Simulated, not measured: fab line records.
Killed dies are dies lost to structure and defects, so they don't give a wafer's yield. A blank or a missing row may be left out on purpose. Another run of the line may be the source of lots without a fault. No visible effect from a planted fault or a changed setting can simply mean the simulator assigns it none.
One fault seen from 2 desks	flow berkeley cmos170	each desk has only its own numbers; what lay behind them comes last

THE TOOL OWNER'S DESK: litho track-03
The tool's own readings at UCB170_PSD_DEVELOP_05 (develop time 45 s): means of the sampled wafers that have a number, for each lot that ran on this tool. The brackets show how far a lot's mean lies from the usual mean; more than 4 standard deviations puts the lot out of limits, marked OUT.
Columns: A = developer temp C at UCB170_PSD_DEVELOP_05, usual 21.00 C; B = exhaust pa at UCB170_PSD_DEVELOP_05, usual 44.8 Pa
lot	first seen here	A	B
L111	day 7 10:00	21.07	45.1
L115	day 8 00:00	20.99	45.0
L117	day 8 14:00	20.90	45.1
L116	day 8 15:00	18.82 (-20) OUT	45.1
L119	day 9 00:00	18.88 (-19) OUT	44.6
L132	day 12 05:00	21.01	45.5
This desk's verdict: out of limits on L116, L119, starting with L116 at day 8 15:00 (developer temp C at UCB170_PSD_DEVELOP_05). Within limits: L111, L115, L117, L132.

THE METROLOGY DESK
What the gauges read for every lot (on any tool): the sampled wafers with a number, averaged. The brackets show how far a lot's mean lies from the usual mean; more than 4 standard deviations puts the lot out of limits, marked OUT.
Columns: A = GATE_POLY_THK at UCB170_GATE_THK_MEAS_05, usual 213.2 nm; B = NLDD_TW at UCB170_NLDD_TW_MEAS_11, usual 2223; C = NSD_OVL at UCB170_NSD_OVL_MEAS_07, usual -4 nm
lot	first seen here	A	B	C
L111	day 6 21:23	211.4	2216	-7
L115	day 7 10:38	214.7	2224	3
L114	day 7 10:39	214.1	2214	-3
L113	day 7 10:43	213.1	2213	0
L116	day 8 01:52	211.5	2233	-5
L117	day 8 01:52	211.3	2219	-2
L118	day 8 09:57	211.3	2215	-5
L119	day 8 14:12	214.4	2223	-5
L126	day 10 04:26	213.3	2232	7
L129	day 10 11:37	215.9	2222	-1
L128	day 10 11:39	210.5	2237	-11
L130	day 10 23:59	213.6	2233	-6
L134	day 11 15:25	214.4	2213	1
L132	day 11 15:29	213.2	2217	-9
This desk's verdict: no lot among the 14 shows anything out of limits.

TAKEN TOGETHER
The tool owner's desk had the chance to raise an alarm at day 8 15:00 on L116, L119.
At the metrology desk, nothing out of limits was observed.
The metrology desk has L116, L119 on record, within its limits.
UCB170_PSD_DEVELOP_05 was run on litho track-03 by each of the lots named.

WHAT THE SIMULATOR HAD PUT IN
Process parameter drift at UCB170_PSD_DEVELOP_05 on litho track-03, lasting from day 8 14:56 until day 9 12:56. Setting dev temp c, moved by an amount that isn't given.
Lots struck among those shown: L116, L119.
Hours from the fault's start to each desk's first reading out of limits: the tool owner's desk, 0.
